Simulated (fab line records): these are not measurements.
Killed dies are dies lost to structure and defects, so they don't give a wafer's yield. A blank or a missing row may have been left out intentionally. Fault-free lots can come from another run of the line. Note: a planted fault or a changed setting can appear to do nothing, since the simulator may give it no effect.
Split-lot experiment :: flow berkeleyCmos170 :: 23 wafers read from 5 lots, route of 331 steps

== THE SPLIT ITSELF ==
At UCB170_NSD_COAT_01 (resist thk 900 nm), the setting resistThkNm was moved away from the recipe's 900 nm on 10 of the 23 wafers read, by -5.8% to +1.7%. This setting was run at the recipe's value on the other wafers.

The split's own step is where the reading is taken.

== THE READING ==
KrF_of_NSD_COAT_01.thkNm (the simulator's own value, which no gauge read), in nm, at UCB170_NSD_COAT_01 (resist thk 900 nm). The file does not state a usual value for it. Average 899.7 nm, standard deviation 2.1 nm, over the 13 wafers here run with the recipe.

wafer: L077.1
tool, chamber at the split: lithoTrack-03, 0
resistThkNm as run, nm: 849.9
against the recipe: -5.6%
KrF_of_NSD_COAT_01.thkNm, nm: 850.9
against lot-mates on the recipe: -51.3

wafer: L077.5
tool, chamber at the split: lithoTrack-03, 0
resistThkNm as run, nm: 849.9
against the recipe: -5.6%
KrF_of_NSD_COAT_01.thkNm, nm: 850.9
against lot-mates on the recipe: -51.3

wafer: L077.2
tool, chamber at the split: lithoTrack-03, 0
resistThkNm as run, nm: 900
against the recipe: recipe
KrF_of_NSD_COAT_01.thkNm, nm: 903.1
against lot-mates on the recipe: -

wafer: L077.3
tool, chamber at the split: lithoTrack-03, 0
resistThkNm as run, nm: 900
against the recipe: recipe
KrF_of_NSD_COAT_01.thkNm, nm: 900.6
against lot-mates on the recipe: -

wafer: L077.4
tool, chamber at the split: lithoTrack-03, 0
resistThkNm as run, nm: 900
against the recipe: recipe
KrF_of_NSD_COAT_01.thkNm, nm: 902.9
against lot-mates on the recipe: -

wafer: L076.1
tool, chamber at the split: lithoTrack-03, 0
resistThkNm as run, nm: 853.3
against the recipe: -5.2%
KrF_of_NSD_COAT_01.thkNm, nm: 851.7
against lot-mates on the recipe: -45.8

wafer: L076.2
tool, chamber at the split: lithoTrack-03, 0
resistThkNm as run, nm: 853.3
against the recipe: -5.2%
KrF_of_NSD_COAT_01.thkNm, nm: 852
against lot-mates on the recipe: -45.5

wafer: L076.3
tool, chamber at the split: lithoTrack-03, 0
resistThkNm as run, nm: 900
against the recipe: recipe
KrF_of_NSD_COAT_01.thkNm, nm: 896.5
against lot-mates on the recipe: -

wafer: L076.4
tool, chamber at the split: lithoTrack-03, 0
resistThkNm as run, nm: 900
against the recipe: recipe
KrF_of_NSD_COAT_01.thkNm, nm: 896.6
against lot-mates on the recipe: -

wafer: L076.5
tool, chamber at the split: lithoTrack-03, 0
resistThkNm as run, nm: 900
against the recipe: recipe
KrF_of_NSD_COAT_01.thkNm, nm: 899.5
against lot-mates on the recipe: -

wafer: L081.2
tool, chamber at the split: lithoTrack-01, 0
resistThkNm as run, nm: 900
against the recipe: recipe
KrF_of_NSD_COAT_01.thkNm, nm: 896.8
against lot-mates on the recipe: -

wafer: L081.4
tool, chamber at the split: lithoTrack-01, 0
resistThkNm as run, nm: 900
against the recipe: recipe
KrF_of_NSD_COAT_01.thkNm, nm: 898.8
against lot-mates on the recipe: -

wafer: L081.6
tool, chamber at the split: lithoTrack-01, 0
resistThkNm as run, nm: 900
against the recipe: recipe
KrF_of_NSD_COAT_01.thkNm, nm: 899.8
against lot-mates on the recipe: -

wafer: L084.1
tool, chamber at the split: lithoTrack-03, 0
resistThkNm as run, nm: 915.4
against the recipe: +1.7%
KrF_of_NSD_COAT_01.thkNm, nm: 919.2
against lot-mates on the recipe: +17.8

wafer: L084.2
tool, chamber at the split: lithoTrack-03, 0
resistThkNm as run, nm: 915.4
against the recipe: +1.7%
KrF_of_NSD_COAT_01.thkNm, nm: 918.5
against lot-mates on the recipe: +17.1

wafer: L084.4
tool, chamber at the split: lithoTrack-03, 0
resistThkNm as run, nm: 915.4
against the recipe: +1.7%
KrF_of_NSD_COAT_01.thkNm, nm: 916.7
against lot-mates on the recipe: +15.3

wafer: L084.5
tool, chamber at the split: lithoTrack-03, 0
resistThkNm as run, nm: 900
against the recipe: recipe
KrF_of_NSD_COAT_01.thkNm, nm: 901.1
against lot-mates on the recipe: -

wafer: L084.6
tool, chamber at the split: lithoTrack-03, 0
resistThkNm as run, nm: 900
against the recipe: recipe
KrF_of_NSD_COAT_01.thkNm, nm: 901.7
against lot-mates on the recipe: -

wafer: L085.2
tool, chamber at the split: lithoTrack-01, 0
resistThkNm as run, nm: 900
against the recipe: recipe
KrF_of_NSD_COAT_01.thkNm, nm: 899.6
against lot-mates on the recipe: -

wafer: L085.3
tool, chamber at the split: lithoTrack-01, 0
resistThkNm as run, nm: 847.5
against the recipe: -5.8%
KrF_of_NSD_COAT_01.thkNm, nm: 848.4
against lot-mates on the recipe: -51.1

wafer: L085.4
tool, chamber at the split: lithoTrack-01, 0
resistThkNm as run, nm: 900
against the recipe: recipe
KrF_of_NSD_COAT_01.thkNm, nm: 899.5
against lot-mates on the recipe: -

wafer: L085.5
tool, chamber at the split: lithoTrack-01, 0
resistThkNm as run, nm: 847.5
against the recipe: -5.8%
KrF_of_NSD_COAT_01.thkNm, nm: 848
against lot-mates on the recipe: -51.5

wafer: L085.6
tool, chamber at the split: lithoTrack-01, 0
resistThkNm as run, nm: 847.5
against the recipe: -5.8%
KrF_of_NSD_COAT_01.thkNm, nm: 846.1
against lot-mates on the recipe: -53.4

FIT RESULTS
A straight line over all 23 wafers: KrF_of_NSD_COAT_01.thkNm changes by +9.13 nm for each +1% of resistThkNm; r = +1.00; the points scatter about the line by 2.1 nm.
The same after taking each lot's own level away (the mean of its wafers on the recipe; 23 wafers): +9.05 nm for each +1%; r = +1.00; scatter 1.2 nm.
That fit puts the effect of the largest move of resistThkNm on the reading at 53 nm.
From 897.53 to 902.20 nm: that is the span of the lots' own levels, equal to 2.2 times the standard deviation above.
Hence the lot-to-lot level has little effect on the slope; both slopes agree.
Check: for one of the wafers moved furthest among these (-5.8%), held out of the fit, the line's prediction against its lot-mates is -52.7 nm. Against them it came out at -51.1 nm.

== THE WHOLE CHAIN: every reading that the file lists as answering this split, in the file's order ==
step: UCB170_NSD_COAT_01
what it does: resist thk 900 nm
reading: KrF_of_NSD_COAT_01.thkNm (the simulator's own value, which no gauge read)
change (the file's fit): +9.01 nm for each +1% of the setting
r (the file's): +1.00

step: UCB170_NSD_STRIP_09
what it does: strips in O2
reading: stripTimeToEndpointS
change (the file's fit): withheld for each +1% of the setting
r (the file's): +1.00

== FILE'S OWN FIT ==
KrF_of_NSD_COAT_01.thkNm changes by +9.01 nm for each +1% of resistThkNm, r = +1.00.
